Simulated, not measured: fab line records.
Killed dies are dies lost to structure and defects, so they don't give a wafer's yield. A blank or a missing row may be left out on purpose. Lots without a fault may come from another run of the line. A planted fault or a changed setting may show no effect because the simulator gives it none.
Which tool did it? + flow berkeley_cmos170 + 42 wafers from 14 lots sampled at 5 of the route's 331 steps

== WHAT THE GAUGES SHOWED, per wafer ==
UCB170_NWELL_THK_MEAS_02. Usual: NWELL_OXIDE_THK 26.7 nm, standard deviation 0.47.
| lot  | measured    | on            | NWELL_OXIDE_THK (nm) | flag |
|------|-------------|---------------|----------------------|------|
| L428 | day 2 08:43 | film_metro-02 | 27.1 26.9 27.1       |      |
| L430 | day 2 15:13 | film_metro-04 | 26.6 26.8 26.4       |      |
| L432 | day 3 01:17 | film_metro-01 | 26.3 26.4 26.9       |      |
| L433 | day 3 09:10 | film_metro-01 | 26.0 26.8 26.5       |      |
| L435 | day 3 15:35 | film_metro-02 | 26.5 26.8 26.0       |      |
| L436 | day 3 15:35 | film_metro-04 | 27.3 26.9 27.1       |      |
| L443 | day 5 06:40 | film_metro-04 | 18.5 18.8 18.5       | OFF  |
| L444 | day 5 13:12 | film_metro-01 | 19.1 19.2 19.3       | OFF  |
| L446 | day 6 02:04 | film_metro-02 | 27.0 26.8 27.0       |      |
| L447 | day 6 02:04 | film_metro-04 | 26.6 26.8 26.3       |      |
| L448 | day 6 10:09 | film_metro-01 | 26.9 26.6 27.2       |      |
| L449 | day 6 10:11 | film_metro-04 | 27.1 27.8 27.3       |      |
| L450 | day 6 20:20 | film_metro-02 | 27.0 26.7 27.0       |      |
| L451 | day 6 20:20 | film_metro-04 | 26.9 27.4 27.2       |      |

UCB170_NWELL_OVL_MEAS_12. Usual: NWELL_OVL 1 nm, standard deviation 5.4.
| lot  | measured    | on         | NWELL_OVL (nm) | flag |
|------|-------------|------------|----------------|------|
| L428 | day 2 15:10 | overlay-02 | 4 -6 0         |      |
| L430 | day 3 01:54 | overlay-01 | 4 -5 7         |      |
| L432 | day 3 08:24 | overlay-01 | -5 -6 1        |      |
| L433 | day 3 18:24 | overlay-02 | -3 3 3         |      |
| L435 | day 4 00:13 | overlay-02 | 6 10 7         |      |
| L436 | day 4 00:41 | overlay-01 | 10 -1 -4       |      |
| L443 | day 5 15:02 | overlay-01 | -6 0 -13       |      |
| L444 | day 5 22:24 | overlay-01 | 4 4 8          |      |
| L446 | day 6 09:08 | overlay-02 | 9 8 10         |      |
| L447 | day 6 09:24 | overlay-02 | 1 3 5          |      |
| L448 | day 6 19:07 | overlay-01 | 4 6 4          |      |
| L449 | day 6 19:37 | overlay-02 | 8 6 2          |      |
| L450 | day 7 06:37 | overlay-01 | 3 -6 -5        |      |
| L451 | day 7 06:07 | overlay-01 | 3 3 5          |      |

UCB170_PWELL_THK_MEAS_03. Usual: PWELL_OXIDE_THK 24.7 nm, standard deviation 0.52.
| lot  | measured    | on            | PWELL_OXIDE_THK (nm) | flag |
|------|-------------|---------------|----------------------|------|
| L428 | day 3 01:19 | film_metro-02 | 24.7 25.1 24.7       |      |
| L430 | day 3 11:51 | film_metro-02 | 24.5 24.5 24.7       |      |
| L432 | day 3 18:11 | film_metro-02 | 25.0 24.9 24.9       |      |
| L433 | day 4 04:13 | film_metro-03 | 24.7 24.7 24.4       |      |
| L435 | day 4 10:59 | film_metro-01 | 24.7 24.9 24.9       |      |
| L436 | day 4 10:58 | film_metro-02 | 25.0 25.7 24.9       |      |
| L443 | day 5 22:02 | film_metro-03 | 23.5 24.1 23.9       |      |
| L444 | day 6 11:30 | film_metro-03 | 25.0 24.8 24.7       |      |
| L446 | day 6 20:13 | film_metro-01 | 24.0 24.4 24.6       |      |
| L447 | day 6 20:12 | film_metro-03 | 25.0 25.5 25.7       |      |
| L448 | day 7 04:08 | film_metro-02 | 24.8 25.0 25.3       |      |
| L449 | day 7 04:10 | film_metro-02 | 24.7 24.5 24.9       |      |
| L450 | day 7 19:07 | film_metro-01 | 23.3 23.3 23.3       |      |
| L451 | day 7 19:07 | film_metro-02 | 24.2 24.8 24.4       |      |

UCB170_ACTIVE_CD_MEAS_90 targets a cd of 1200 nm. Usual: cd_nm 1199.9 nm, standard deviation 1.4.
| lot  | measured    | on        | cd_nm (nm)           | flag |
|------|-------------|-----------|----------------------|------|
| L428 | day 4 20:25 | cd_sem-01 | 1198.8 1199.5 1199.4 |      |
| L430 | day 5 06:29 | cd_sem-02 | 1199.6 1200.2 1201.0 |      |
| L432 | day 5 11:59 | cd_sem-01 | 1197.6 1197.6 1199.4 |      |
| L433 | day 6 01:01 | cd_sem-02 | 1198.2 1198.2 1198.4 |      |
| L435 | day 6 07:55 | cd_sem-01 | 1199.3 1200.6 1200.7 |      |
| L436 | day 6 08:13 | cd_sem-02 | 1200.0 1200.1 1200.2 |      |
| L443 | day 7 19:12 | cd_sem-01 | 1197.7 1199.3 1197.5 |      |
| L444 | day 8 07:01 | cd_sem-01 | 1201.4 1201.7 1201.4 |      |
| L446 | day 8 19:26 | cd_sem-02 | 1200.5 1202.4 1200.2 |      |
| L447 | day 8 19:44 | cd_sem-02 | 1200.2 1199.5 1200.2 |      |
| L448 | day 9 01:25 | cd_sem-02 | 1198.1 1198.1 1197.3 |      |
| L449 | day 9 01:42 | cd_sem-02 | 1198.6 1200.2 1199.5 |      |
| L450 | day 9 15:35 | cd_sem-02 | 1197.3 1198.2 1198.2 |      |
| L451 | day 9 15:48 | cd_sem-01 | 1200.8 1201.1 1202.1 |      |

== WHICH TOOL RAN EACH LOT (tool, then ch and the chambers of the sampled wafers, then the start) ==
| lot  | UCB170_NWELL_OXIDATION_01    |
|------|------------------------------|
| L428 | furnace-01 ch 0, day 2 07:22 |
| L430 | furnace-04 ch 0, day 2 13:52 |
| L432 | furnace-02 ch 0, day 2 23:56 |
| L433 | furnace-04 ch 0, day 3 07:49 |
| L435 | furnace-01 ch 0, day 3 14:14 |
| L436 | furnace-01 ch 0, day 3 14:14 |
| L443 | furnace-01 ch 0, day 5 05:19 |
| L444 | furnace-01 ch 0, day 5 11:50 |
| L446 | furnace-04 ch 0, day 6 00:43 |
| L447 | furnace-04 ch 0, day 6 00:43 |
| L448 | furnace-04 ch 0, day 6 08:47 |
| L449 | furnace-04 ch 0, day 6 08:47 |
| L450 | furnace-04 ch 0, day 6 18:59 |
| L451 | furnace-04 ch 0, day 6 18:59 |
- UCB170_NWELL_OXIDATION_01: target thk 26.4 nm, ox time 1260 s.

== AS READ BY THE TOOLS THEMSELVES (means over the sampled wafers that have a number; for cases with no such wafer, the mark the record gives instead) ==
UCB170_NWELL_OXIDATION_01. Usual: spike_tc_centre_C 1002.7 C, standard deviation 0.98.
| lot  | tool       | spike_tc_centre_C (C) | flag |
|------|------------|-----------------------|------|
| L428 | furnace-01 | 1002.3                |      |
| L430 | furnace-04 | 1003.3                |      |
| L432 | furnace-02 | 1003.2                |      |
| L433 | furnace-04 | 1003.0                |      |
| L435 | furnace-01 | 1001.6                |      |
| L436 | furnace-01 | 1002.1                |      |
| L443 | furnace-01 | 1003.0                |      |
| L444 | furnace-01 | 1002.1                |      |
| L446 | furnace-04 | 1002.8                |      |
| L447 | furnace-04 | 1003.5                |      |
| L448 | furnace-04 | 1004.2                |      |
| L449 | furnace-04 | 1002.7                |      |
| L450 | furnace-04 | 1003.2                |      |
| L451 | furnace-04 | 1002.5                |      |

== THE ANSWER, worked out from the rows above alone ==
Rule: a lot is off if the mean of its wafers that have a number lies more than 3 standard deviations from the usual mean. Also off: a lot with no number at a reading for which 4 or more lots have one. Any other lot the step has rows for is counted as sound. After the gauges, taken in route order, come the tools' own readings; for these a lot's mean is taken, as printed above. The first step at which some lot is off is used, and at that step the reading that is off furthest; a lot without a number counts as furthest.
Off: at UCB170_NWELL_THK_MEAS_02 (NWELL_OXIDE_THK), L443, L444.
A tool fits if, at a process step before that reading, it ran every lot that is off, and no sound lot after the first of them. The gauges at UCB170_NWELL_THK_MEAS_02 are tried like those tools. One fits: furnace-01 at UCB170_NWELL_OXIDATION_01. A fault onset in the window from L435 (day 3 14:14, its last sound lot) to L443 (day 5 05:19, its first lot off) fits.

== WHAT THE SIMULATOR HAD INSERTED ==
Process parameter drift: furnace-01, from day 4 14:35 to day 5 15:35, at UCB170_NWELL_OXIDATION_01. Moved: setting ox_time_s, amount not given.
Lots struck among those shown: L443, L444. Same finding as the rule above.
